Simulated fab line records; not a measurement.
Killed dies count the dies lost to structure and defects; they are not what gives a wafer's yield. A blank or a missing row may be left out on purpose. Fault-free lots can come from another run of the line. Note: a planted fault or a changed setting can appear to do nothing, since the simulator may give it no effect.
fab line records / flow berkeleyCmos170
record: lots: 6 wafers: 18 lastDay: 12
route steps=331 shown PWELL@36
lots untouched by any fault: they come from a run of this same line in which no faults occurred
startH: start of the lot's first displayed wafer, in hours after the record's first day / waitH: how many hours have passed since the lot's step before this one / " the same as in the row above / L1.1+2: several wafers, shown together as one row / - no value present, or no start provided / * or withheld: withheld / < > ~ a bound
route shown NAME@n: NAME is a module with steps in the file, n the number in the route of the first one / usual: average and standard deviation across the fault-free wafers / same: alike in all rows / chamber/n: place in a boat / sites: per-site readings / _std_site: their standard deviation / _edge_site: the outer-site mean with the inner-site mean subtracted / radiusMm: for every site, how far away it sits from the centre of the wafer / mask NAME#n: copy n / behind: the tool/chamber that last shaped the wafer / hold: cause of the lot's hold/its duration in hours/its outcome / device: transistor that didn't switch, given as n, p or np / end of line: the route-end tests of the same wafers / a step without rows: its recipe alone / killed: dies lost to structure and defects at the first sort, not the wafer's yield / map: shows each die of a wafer: x if killed, . if not, _ if none is there
set.NAME: the setting the step ran with; set.NAME@STEP: the setting that earlier step ran with / model.NAME: the simulator's own value behind a step, which no gauge read
a table for each step, a row for each wafer; lots at some steps of the route
services: from which hour (startH, from the record's first day; less than 0 if before it) a tool's chamber was out of use, for how many hours, and why
== steps ==
step: UCB170_PWELL_OXIDATION_02
recipe: tempC: 1000 ambient: O2 targetThkA: 264 oxTimeS: 1260
step: UCB170_PWELL_THK_MEAS_03
recipe: reads: SiO2_of_PWELL_OXIDATION_02
usual: PWELL_OXIDE_THK: 26.5/0.5
lot.wafer=L764.1 tool=filmMetro-03 chamber=- startH=43.24 waitH=0.0 PWELL_OXIDE_THK[nm]=27.0
lot.wafer=L764.3 tool=filmMetro-03 chamber=- startH=43.24 waitH=0.0 PWELL_OXIDE_THK[nm]=26.3
lot.wafer=L764.4 tool=filmMetro-03 chamber=- startH=43.24 waitH=0.0 PWELL_OXIDE_THK[nm]=26.5
lot.wafer=L773.2 tool=filmMetro-02 chamber=- startH=89.75 waitH=0.0 PWELL_OXIDE_THK[nm]=26.4
lot.wafer=L773.5 tool=filmMetro-02 chamber=- startH=89.75 waitH=0.0 PWELL_OXIDE_THK[nm]=26.7
lot.wafer=L773.6 tool=filmMetro-02 chamber=- startH=89.75 waitH=0.0 PWELL_OXIDE_THK[nm]=26.5
lot.wafer=L775.1 tool=filmMetro-02 chamber=- startH=94.21 waitH=0.0 PWELL_OXIDE_THK[nm]=25.3
lot.wafer=L775.3 tool=filmMetro-02 chamber=- startH=94.21 waitH=0.0 PWELL_OXIDE_THK[nm]=25.8
lot.wafer=L775.5 tool=filmMetro-02 chamber=- startH=94.21 waitH=0.0 PWELL_OXIDE_THK[nm]=25.9
lot.wafer=L777.1 tool=filmMetro-01 chamber=- startH=107.75 waitH=0.0 PWELL_OXIDE_THK[nm]=26.2
lot.wafer=L777.2 tool=filmMetro-01 chamber=- startH=107.75 waitH=0.0 PWELL_OXIDE_THK[nm]=25.8
lot.wafer=L777.3 tool=filmMetro-01 chamber=- startH=107.75 waitH=0.0 PWELL_OXIDE_THK[nm]=26.2
lot.wafer=L786.4 tool=filmMetro-01 chamber=- startH=145.94 waitH=0.0 PWELL_OXIDE_THK[nm]=26.9
lot.wafer=L786.5 tool=filmMetro-01 chamber=- startH=145.94 waitH=0.0 PWELL_OXIDE_THK[nm]=26.8
lot.wafer=L786.6 tool=filmMetro-01 chamber=- startH=145.94 waitH=0.0 PWELL_OXIDE_THK[nm]=27.2
lot.wafer=L787.1 tool=filmMetro-02 chamber=- startH=159.11 waitH=0.0 PWELL_OXIDE_THK[nm]=25.5
lot.wafer=L787.2 tool=filmMetro-02 chamber=- startH=159.11 waitH=0.0 PWELL_OXIDE_THK[nm]=25.1
lot.wafer=L787.4 tool=filmMetro-02 chamber=- startH=159.11 waitH=0.0 PWELL_OXIDE_THK[nm]=25.5
step: UCB170_PWELL_ANNEAL_04
recipe: tempC: 1000 timeS: 900 ambient: N2
step: UCB170_PWELL_CVD_05
recipe: material: Si3N4 targetThkNm: 220 tempC: 800 precursor: SiH2Cl2/NH3 timeS: 3300 pressureMtorr: 200 sih2cl2FlowSccm: 25 nh3FlowSccm: 75
step: UCB170_PWELL_THK_MEAS_06
recipe: reads: Si3N4_of_PWELL_CVD_05
usual: PWELL_NITRIDE_THK: 219.4/2
lot.wafer=L764.1 tool=filmMetro-01 chamber=- startH=49.00 waitH=0.0 PWELL_NITRIDE_THK[nm]=220.5
lot.wafer=L764.3 tool=filmMetro-01 chamber=- startH=49.00 waitH=0.0 PWELL_NITRIDE_THK[nm]=219.7
lot.wafer=L764.4 tool=filmMetro-01 chamber=- startH=49.00 waitH=0.0 PWELL_NITRIDE_THK[nm]=217.9
lot.wafer=L773.2 tool=filmMetro-03 chamber=- startH=94.58 waitH=0.0 PWELL_NITRIDE_THK[nm]=218.4
lot.wafer=L773.5 tool=filmMetro-03 chamber=- startH=94.58 waitH=0.0 PWELL_NITRIDE_THK[nm]=217.5
lot.wafer=L773.6 tool=filmMetro-03 chamber=- startH=94.58 waitH=0.0 PWELL_NITRIDE_THK[nm]=218.5
lot.wafer=L775.1 tool=filmMetro-03 chamber=- startH=105.32 waitH=0.0 PWELL_NITRIDE_THK[nm]=218.2
lot.wafer=L775.3 tool=filmMetro-03 chamber=- startH=105.32 waitH=0.0 PWELL_NITRIDE_THK[nm]=218.1
lot.wafer=L775.5 tool=filmMetro-03 chamber=- startH=105.32 waitH=0.0 PWELL_NITRIDE_THK[nm]=218.0
lot.wafer=L777.1 tool=filmMetro-03 chamber=- startH=116.06 waitH=0.1 PWELL_NITRIDE_THK[nm]=219.0
lot.wafer=L777.2 tool=filmMetro-03 chamber=- startH=116.06 waitH=0.1 PWELL_NITRIDE_THK[nm]=219.0
lot.wafer=L777.3 tool=filmMetro-03 chamber=- startH=116.06 waitH=0.1 PWELL_NITRIDE_THK[nm]=219.0
lot.wafer=L786.4 tool=filmMetro-01 chamber=- startH=155.77 waitH=0.0 PWELL_NITRIDE_THK[nm]=222.1
lot.wafer=L786.5 tool=filmMetro-01 chamber=- startH=155.77 waitH=0.0 PWELL_NITRIDE_THK[nm]=220.6
lot.wafer=L786.6 tool=filmMetro-01 chamber=- startH=155.77 waitH=0.0 PWELL_NITRIDE_THK[nm]=221.6
lot.wafer=L787.1 tool=filmMetro-03 chamber=- startH=163.81 waitH=0.0 PWELL_NITRIDE_THK[nm]=217.2
lot.wafer=L787.2 tool=filmMetro-03 chamber=- startH=163.81 waitH=0.0 PWELL_NITRIDE_THK[nm]=218.6
lot.wafer=L787.4 tool=filmMetro-03 chamber=- startH=163.81 waitH=0.0 PWELL_NITRIDE_THK[nm]=219.2
step: UCB170_PWELL_HMDS_07
recipe: primeTimeS: 60 primeTempC: 100
step: UCB170_PWELL_COAT_08
recipe: resist: KrF spinRpm: 1500 resistThkNm: 900
step: UCB170_PWELL_SOFTBAKE_09
recipe: resist: KrF tempC: 130 timeS: 60
step: UCB170_PWELL_EXPOSE_10
recipe: maskId: PWELL targetCdNm: 3000 na: 0.5 sigmaOuter: 0.6 sourceShape: conventional doseMj: 19
step: UCB170_PWELL_PEB_11
recipe: pebTempC: 130 pebTimeS: withheld resist: KrF
step: UCB170_PWELL_DEVELOP_12
recipe: developer: TMAH developTimeS: 45 resist: KrF devTempC: 21
step: UCB170_PWELL_OVL_MEAS_13
usual: PWELL_OVL: -1/4.6
lot.wafer=L764.1 tool=overlay-02 chamber=- startH=50.24 waitH=- PWELL_OVL[nm]=-5
lot.wafer=L764.3 tool=overlay-02 chamber=- startH=50.24 waitH=- PWELL_OVL[nm]=3
lot.wafer=L764.4 tool=overlay-02 chamber=- startH=50.24 waitH=- PWELL_OVL[nm]=-3
lot.wafer=L773.2 tool=overlay-02 chamber=- startH=95.48 waitH=- PWELL_OVL[nm]=0
lot.wafer=L773.5 tool=overlay-02 chamber=- startH=95.48 waitH=- PWELL_OVL[nm]=0
lot.wafer=L773.6 tool=overlay-02 chamber=- startH=95.48 waitH=- PWELL_OVL[nm]=-7
lot.wafer=L775.1 tool=overlay-01 chamber=- startH=106.35 waitH=- PWELL_OVL[nm]=3
lot.wafer=L775.3 tool=overlay-01 chamber=- startH=106.35 waitH=- PWELL_OVL[nm]=9
lot.wafer=L775.5 tool=overlay-01 chamber=- startH=106.35 waitH=- PWELL_OVL[nm]=8
lot.wafer=L777.1 tool=overlay-01 chamber=- startH=117.45 waitH=- PWELL_OVL[nm]=6
lot.wafer=L777.2 tool=overlay-01 chamber=- startH=117.45 waitH=- PWELL_OVL[nm]=0
lot.wafer=L777.3 tool=overlay-01 chamber=- startH=117.45 waitH=- PWELL_OVL[nm]=-1
lot.wafer=L786.4 tool=overlay-02 chamber=- startH=157.45 waitH=- PWELL_OVL[nm]=2
lot.wafer=L786.5 tool=overlay-02 chamber=- startH=157.45 waitH=- PWELL_OVL[nm]=3
lot.wafer=L786.6 tool=overlay-02 chamber=- startH=157.45 waitH=- PWELL_OVL[nm]=-2
lot.wafer=L787.1 tool=overlay-02 chamber=- startH=165.67 waitH=- PWELL_OVL[nm]=-6
lot.wafer=L787.2 tool=overlay-02 chamber=- startH=165.67 waitH=- PWELL_OVL[nm]=-4
lot.wafer=L787.4 tool=overlay-02 chamber=- startH=165.67 waitH=- PWELL_OVL[nm]=-10
step: UCB170_PWELL_ETCH_14
recipe: chemistry: CH3F/Ar/O2 target: Si3N4 stopOn: SiO2 CH3F_flow_sccm: 20 Ar_flow_sccm: 50 O2_flow_sccm: 7 pressureMtorr: 50 rfW: 450 targetDepthA: 2420 overEtchFrac: 0.1 timeS: 151
usual: drypumpMotorCurrentA: 5.7/0.46 oesProductAu: 0.942/0.013 rfFwdPowerW: 448.6/1.6 throttleValvePct: 8.03/0.13
lot.wafer=L764.1 tool=rieDiel-02 chamber=1 startH=50.27 waitH=0.0 drypumpMotorCurrentA=6.2 oesProductAu=0.942 rfFwdPowerW=448.2 rfHoursCounterH=91 throttleValvePct=8.09 model.KrF_of_PWELL_COAT_08.thkNm=724.7 model.etch.depthNm=220.5 model.SiO2_of_PWELL_OXIDATION_02.thkNm=23.23
lot.wafer=L764.3 tool=rieDiel-02 chamber=2 startH=50.27 waitH=0.0 drypumpMotorCurrentA=5.7 oesProductAu=0.950 rfFwdPowerW=445.0 rfHoursCounterH=100 throttleValvePct=7.92 model.KrF_of_PWELL_COAT_08.thkNm=724 model.etch.depthNm=219.8 model.SiO2_of_PWELL_OXIDATION_02.thkNm=22.69
lot.wafer=L764.4 tool=rieDiel-02 chamber=0 startH=50.27 waitH=0.0 drypumpMotorCurrentA=5.3 oesProductAu=0.933 rfFwdPowerW=451.5 rfHoursCounterH=- throttleValvePct=7.95 model.KrF_of_PWELL_COAT_08.thkNm=727.4 model.etch.depthNm=217.9 model.SiO2_of_PWELL_OXIDATION_02.thkNm=22.89
lot.wafer=L773.2 tool=rieDiel-01 chamber=2 startH=95.51 waitH=0.0 drypumpMotorCurrentA=5.7 oesProductAu=0.851 rfFwdPowerW=271.5 rfHoursCounterH=68 throttleValvePct=8.25 model.KrF_of_PWELL_COAT_08.thkNm=767.3 model.etch.depthNm=187.3 model.SiO2_of_PWELL_OXIDATION_02.thkNm=23.5
lot.wafer=L773.5 tool=rieDiel-01 chamber=1 startH=95.51 waitH=0.0 drypumpMotorCurrentA=5.3 oesProductAu=0.854 rfFwdPowerW=266.3 rfHoursCounterH=- throttleValvePct=8.01 model.KrF_of_PWELL_COAT_08.thkNm=768.1 model.etch.depthNm=188.6 model.SiO2_of_PWELL_OXIDATION_02.thkNm=23.86
lot.wafer=L773.6 tool=rieDiel-01 chamber=2 startH=95.51 waitH=0.0 drypumpMotorCurrentA=5.7 oesProductAu=0.853 rfFwdPowerW=271.1 rfHoursCounterH=- throttleValvePct=8.24 model.KrF_of_PWELL_COAT_08.thkNm=766.5 model.etch.depthNm=186.4 model.SiO2_of_PWELL_OXIDATION_02.thkNm=23.62
lot.wafer=L775.1 tool=rieDiel-01 chamber=3 startH=106.38 waitH=0.0 drypumpMotorCurrentA=5.7 oesProductAu=0.838 rfFwdPowerW=269.1 rfHoursCounterH=70 throttleValvePct=8.19 model.KrF_of_PWELL_COAT_08.thkNm=763.4 model.etch.depthNm=186 model.SiO2_of_PWELL_OXIDATION_02.thkNm=22.57
lot.wafer=L775.3 tool=rieDiel-01 chamber=2 startH=106.38 waitH=0.0 drypumpMotorCurrentA=5.7 oesProductAu=0.844 rfFwdPowerW=268.6 rfHoursCounterH=69 throttleValvePct=8.26 model.KrF_of_PWELL_COAT_08.thkNm=764.2 model.etch.depthNm=184.3 model.SiO2_of_PWELL_OXIDATION_02.thkNm=22.98
lot.wafer=L775.5 tool=rieDiel-01 chamber=3 startH=106.38 waitH=0.0 drypumpMotorCurrentA=5.8 oesProductAu=0.833 rfFwdPowerW=268.0 rfHoursCounterH=- throttleValvePct=8.20 model.KrF_of_PWELL_COAT_08.thkNm=761.2 model.etch.depthNm=186.4 model.SiO2_of_PWELL_OXIDATION_02.thkNm=23.11
lot.wafer=L777.1 tool=rieDiel-04 chamber=0 startH=117.49 waitH=0.0 drypumpMotorCurrentA=5.4 oesProductAu=0.957 rfFwdPowerW=449.6 rfHoursCounterH=110 throttleValvePct=7.94 model.KrF_of_PWELL_COAT_08.thkNm=725.8 model.etch.depthNm=219.1 model.SiO2_of_PWELL_OXIDATION_02.thkNm=22.49
lot.wafer=L777.2 tool=rieDiel-04 chamber=1 startH=117.49 waitH=0.0 drypumpMotorCurrentA=6.1 oesProductAu=0.945 rfFwdPowerW=447.1 rfHoursCounterH=114 throttleValvePct=7.90 model.KrF_of_PWELL_COAT_08.thkNm=723.7 model.etch.depthNm=219.1 model.SiO2_of_PWELL_OXIDATION_02.thkNm=21.8
lot.wafer=L777.3 tool=rieDiel-04 chamber=2 startH=117.49 waitH=0.0 drypumpMotorCurrentA=6.6 oesProductAu=0.959 rfFwdPowerW=448.7 rfHoursCounterH=55 throttleValvePct=8.06 model.KrF_of_PWELL_COAT_08.thkNm=726.7 model.etch.depthNm=218.9 model.SiO2_of_PWELL_OXIDATION_02.thkNm=22.52
lot.wafer=L786.4 tool=rieDiel-02 chamber=2 startH=157.47 waitH=0.0 drypumpMotorCurrentA=5.7 oesProductAu=0.960 rfFwdPowerW=447.6 rfHoursCounterH=103 throttleValvePct=7.93 model.KrF_of_PWELL_COAT_08.thkNm=721.5 model.etch.depthNm=222 model.SiO2_of_PWELL_OXIDATION_02.thkNm=23.16
lot.wafer=L786.5 tool=rieDiel-02 chamber=1 startH=157.47 waitH=0.0 drypumpMotorCurrentA=6.2 oesProductAu=0.954 rfFwdPowerW=447.7 rfHoursCounterH=- throttleValvePct=8.10 model.KrF_of_PWELL_COAT_08.thkNm=721 model.etch.depthNm=220.7 model.SiO2_of_PWELL_OXIDATION_02.thkNm=23.11
lot.wafer=L786.6 tool=rieDiel-02 chamber=2 startH=157.47 waitH=0.0 drypumpMotorCurrentA=5.7 oesProductAu=0.950 rfFwdPowerW=446.5 rfHoursCounterH=- throttleValvePct=7.93 model.KrF_of_PWELL_COAT_08.thkNm=720.7 model.etch.depthNm=221.7 model.SiO2_of_PWELL_OXIDATION_02.thkNm=23.45
lot.wafer=L787.1 tool=rieDiel-01 chamber=2 startH=165.70 waitH=0.0 drypumpMotorCurrentA=5.7 oesProductAu=0.929 rfFwdPowerW=447.6 rfHoursCounterH=71 throttleValvePct=8.25 model.KrF_of_PWELL_COAT_08.thkNm=723.6 model.etch.depthNm=217.3 model.SiO2_of_PWELL_OXIDATION_02.thkNm=21.7
lot.wafer=L787.2 tool=rieDiel-01 chamber=3 startH=165.70 waitH=0.0 drypumpMotorCurrentA=5.7 oesProductAu=0.924 rfFwdPowerW=448.1 rfHoursCounterH=73 throttleValvePct=8.21 model.KrF_of_PWELL_COAT_08.thkNm=724.9 model.etch.depthNm=218.4 model.SiO2_of_PWELL_OXIDATION_02.thkNm=21.36
lot.wafer=L787.4 tool=rieDiel-01 chamber=0 startH=165.70 waitH=0.0 drypumpMotorCurrentA=4.7 oesProductAu=0.944 rfFwdPowerW=451.4 rfHoursCounterH=92 throttleValvePct=7.84 model.KrF_of_PWELL_COAT_08.thkNm=722.9 model.etch.depthNm=219.2 model.SiO2_of_PWELL_OXIDATION_02.thkNm=21.87
step: UCB170_PWELL_IMPLANT_15
recipe: species: B doseCm2: 5e+12 energyKev: 60 tiltDeg: 7
step: UCB170_PWELL_STRIP_16
recipe: chemistry: O2 powerW: 400 pressureMtorr: 3500 platenTempC: withheld o2FlowSccm: 400 overashFraction: 0.5
usual: drypumpMotorCurrentA: 6.0/0.35 oesProductAu: 0.721/0.0043 stripTimeToEndpointS: 18.11/0.077
lot.wafer=L764.1 tool=plasmaAsher-02 chamber=0 startH=50.52 waitH=0.1 drypumpMotorCurrentA=5.1 oesProductAu=0.720 rfHoursCounterH=32 stripTimeToEndpointS=18.09
lot.wafer=L764.3 tool=plasmaAsher-02 chamber=1 startH=50.52 waitH=0.1 drypumpMotorCurrentA=5.9 oesProductAu=0.721 rfHoursCounterH=- stripTimeToEndpointS=18.08
lot.wafer=L764.4 tool=plasmaAsher-02 chamber=0 startH=50.52 waitH=0.1 drypumpMotorCurrentA=5.1 oesProductAu=0.718 rfHoursCounterH=- stripTimeToEndpointS=18.16
lot.wafer=L773.2 tool=plasmaAsher-04 chamber=0 startH=95.76 waitH=0.1 drypumpMotorCurrentA=6.0 oesProductAu=0.725 rfHoursCounterH=40 stripTimeToEndpointS=19.10
lot.wafer=L773.5 tool=plasmaAsher-04 chamber=0 startH=95.76 waitH=0.1 drypumpMotorCurrentA=6.0 oesProductAu=0.720 rfHoursCounterH=- stripTimeToEndpointS=19.14
lot.wafer=L773.6 tool=plasmaAsher-04 chamber=1 startH=95.76 waitH=0.1 drypumpMotorCurrentA=6.3 oesProductAu=0.728 rfHoursCounterH=- stripTimeToEndpointS=19.09
lot.wafer=L775.1 tool=plasmaAsher-04 chamber=1 startH=106.63 waitH=0.1 drypumpMotorCurrentA=6.3 oesProductAu=0.727 rfHoursCounterH=41 stripTimeToEndpointS=19.02
lot.wafer=L775.3 tool=plasmaAsher-04 chamber=1 startH=106.63 waitH=0.1 drypumpMotorCurrentA=6.3 oesProductAu=0.721 rfHoursCounterH=- stripTimeToEndpointS=19.03
lot.wafer=L775.5 tool=plasmaAsher-04 chamber=0 startH=106.63 waitH=0.1 drypumpMotorCurrentA=6.0 oesProductAu=0.716 rfHoursCounterH=- stripTimeToEndpointS=18.96
lot.wafer=L777.1 tool=plasmaAsher-01 chamber=1 startH=117.74 waitH=0.1 drypumpMotorCurrentA=5.9 oesProductAu=0.727 rfHoursCounterH=32 stripTimeToEndpointS=18.12
lot.wafer=L777.2 tool=plasmaAsher-01 chamber=0 startH=117.74 waitH=0.1 drypumpMotorCurrentA=6.3 oesProductAu=0.725 rfHoursCounterH=32 stripTimeToEndpointS=18.06
lot.wafer=L777.3 tool=plasmaAsher-01 chamber=0 startH=117.74 waitH=0.1 drypumpMotorCurrentA=6.3 oesProductAu=0.724 rfHoursCounterH=- stripTimeToEndpointS=18.14
lot.wafer=L786.4 tool=plasmaAsher-04 chamber=0 startH=157.75 waitH=0.1 drypumpMotorCurrentA=6.1 oesProductAu=0.711 rfHoursCounterH=- stripTimeToEndpointS=18.02
lot.wafer=L786.5 tool=plasmaAsher-04 chamber=1 startH=157.75 waitH=0.1 drypumpMotorCurrentA=6.3 oesProductAu=0.723 rfHoursCounterH=- stripTimeToEndpointS=17.99
lot.wafer=L786.6 tool=plasmaAsher-04 chamber=0 startH=157.75 waitH=0.1 drypumpMotorCurrentA=6.0 oesProductAu=0.725 rfHoursCounterH=- stripTimeToEndpointS=17.99
lot.wafer=L787.1 tool=plasmaAsher-01 chamber=1 startH=165.95 waitH=0.1 drypumpMotorCurrentA=5.9 oesProductAu=0.724 rfHoursCounterH=38 stripTimeToEndpointS=18.07
lot.wafer=L787.2 tool=plasmaAsher-01 chamber=0 startH=165.95 waitH=0.1 drypumpMotorCurrentA=6.3 oesProductAu=0.714 rfHoursCounterH=38 stripTimeToEndpointS=18.10
lot.wafer=L787.4 tool=plasmaAsher-01 chamber=0 startH=165.95 waitH=0.1 drypumpMotorCurrentA=6.3 oesProductAu=0.725 rfHoursCounterH=- stripTimeToEndpointS=18.05
step: UCB170_PWELL_TW_MEAS_17
usual: PWELL_TW: 377/3.7
lot.wafer=L764.1 tool=filmMetro-02 chamber=- startH=50.62 waitH=0.1 PWELL_TW=377
lot.wafer=L764.3 tool=filmMetro-02 chamber=- startH=50.62 waitH=0.1 PWELL_TW=377
lot.wafer=L764.4 tool=filmMetro-02 chamber=- startH=50.62 waitH=0.1 PWELL_TW=377
lot.wafer=L773.2 tool=filmMetro-03 chamber=- startH=95.87 waitH=0.1 PWELL_TW=368
lot.wafer=L773.5 tool=filmMetro-03 chamber=- startH=95.87 waitH=0.1 PWELL_TW=370
lot.wafer=L773.6 tool=filmMetro-03 chamber=- startH=95.87 waitH=0.1 PWELL_TW=367
lot.wafer=L775.1 tool=filmMetro-01 chamber=- startH=106.73 waitH=0.1 PWELL_TW=383
lot.wafer=L775.3 tool=filmMetro-01 chamber=- startH=106.73 waitH=0.1 PWELL_TW=383
lot.wafer=L775.5 tool=filmMetro-01 chamber=- startH=106.73 waitH=0.1 PWELL_TW=381
lot.wafer=L777.1 tool=filmMetro-03 chamber=- startH=117.86 waitH=0.1 PWELL_TW=368
lot.wafer=L777.2 tool=filmMetro-03 chamber=- startH=117.86 waitH=0.1 PWELL_TW=374
lot.wafer=L777.3 tool=filmMetro-03 chamber=- startH=117.86 waitH=0.1 PWELL_TW=370
lot.wafer=L786.4 tool=filmMetro-01 chamber=- startH=157.85 waitH=0.1 PWELL_TW=382
lot.wafer=L786.5 tool=filmMetro-01 chamber=- startH=157.85 waitH=0.1 PWELL_TW=380
lot.wafer=L786.6 tool=filmMetro-01 chamber=- startH=157.85 waitH=0.1 PWELL_TW=382
lot.wafer=L787.1 tool=filmMetro-03 chamber=- startH=166.05 waitH=0.1 PWELL_TW=377
lot.wafer=L787.2 tool=filmMetro-03 chamber=- startH=166.05 waitH=0.1 PWELL_TW=375
lot.wafer=L787.4 tool=filmMetro-03 chamber=- startH=166.05 waitH=0.1 PWELL_TW=377
== services ==
tool=rieDiel-01 chamber=- startH=36.02 hours=0.5 kind=repair
tool=rieDiel-02 chamber=3 startH=42.06 hours=- kind=clean
tool=rieDiel-02 chamber=3 startH=42.06 hours=20.0 kind=scheduledDown
tool=rieDiel-02 chamber=3 startH=42.06 hours=20.0 kind=ventCycle
tool=rieDiel-02 chamber=2 startH=51.51 hours=2.7 kind=repair
tool=rieDiel-02 chamber=- startH=66.01 hours=0.4 kind=repair
tool=rieDiel-04 chamber=0 startH=66.49 hours=3.9 kind=repair
tool=rieDiel-04 chamber=3 startH=103.90 hours=17.6 kind=repair
tool=rieDiel-02 chamber=2 startH=109.19 hours=18.4 kind=repair
tool=rieDiel-01 chamber=2 startH=122.73 hours=3.9 kind=repair
tool=plasmaAsher-04 chamber=- startH=125.32 hours=1.8 kind=repair
tool=plasmaAsher-04 chamber=- startH=135.16 hours=2.8 kind=pm
tool=plasmaAsher-02 chamber=- startH=145.97 hours=2.8 kind=pm
== key ==
firstSign: step: UCB170_PWELL_ETCH_14 reading: rfFwdPowerW direction: down sigmas: 99+ usual: 448.6 struck: 269.1
effect: step: UCB170_PWELL_ETCH_14 reading: oesProductAu direction: down sigmas: 7.2 usual: 0.942 struck: 0.846
effect: step: UCB170_PWELL_STRIP_16 reading: stripTimeToEndpointS direction: up sigmas: 12 usual: * struck: *
modelEffect: step: UCB170_PWELL_ETCH_14 value: KrF_of_PWELL_COAT_08.thkNm without: 728.9 struck: 765.1
metAt UCB170_PWELL_ETCH_14
struckWafers L773.2,L773.5,L773.6,L775.1,L775.3,L775.5
laterRowsLeftOut L773.2,L773.5,L773.6,L775.1,L775.3,L775.5
sortLeftOut L773.2,L773.5,L773.6,L775.1,L775.3,L775.5
testerLeftOut L773,L775
fault: kind: processParameterDrift tool: rieDiel-01 chamber: - onsetH: 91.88 steps: UCB170_PWELL_ETCH_14 channel: rfW offset: -180 shape: step endH: 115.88 actsIn: theseRecipesOnly stated: 450
testerLeftOut: of these lots the tester's yield and bins aren't shown, on N5 and GAA mostly nor the transistor test; their killed dies are dies lost to structure and defects alone, not to doping, threshold or leakage, so they don't give the yield
sortLeftOut: the simulated sort isn't trusted on such a fault, so these wafers' sort isn't shown, and their yield isn't known
laterRowsLeftOut: the simulator's readings of these wafers behind a module that went badly wrong aren't trusted and aren't shown, but for the sort
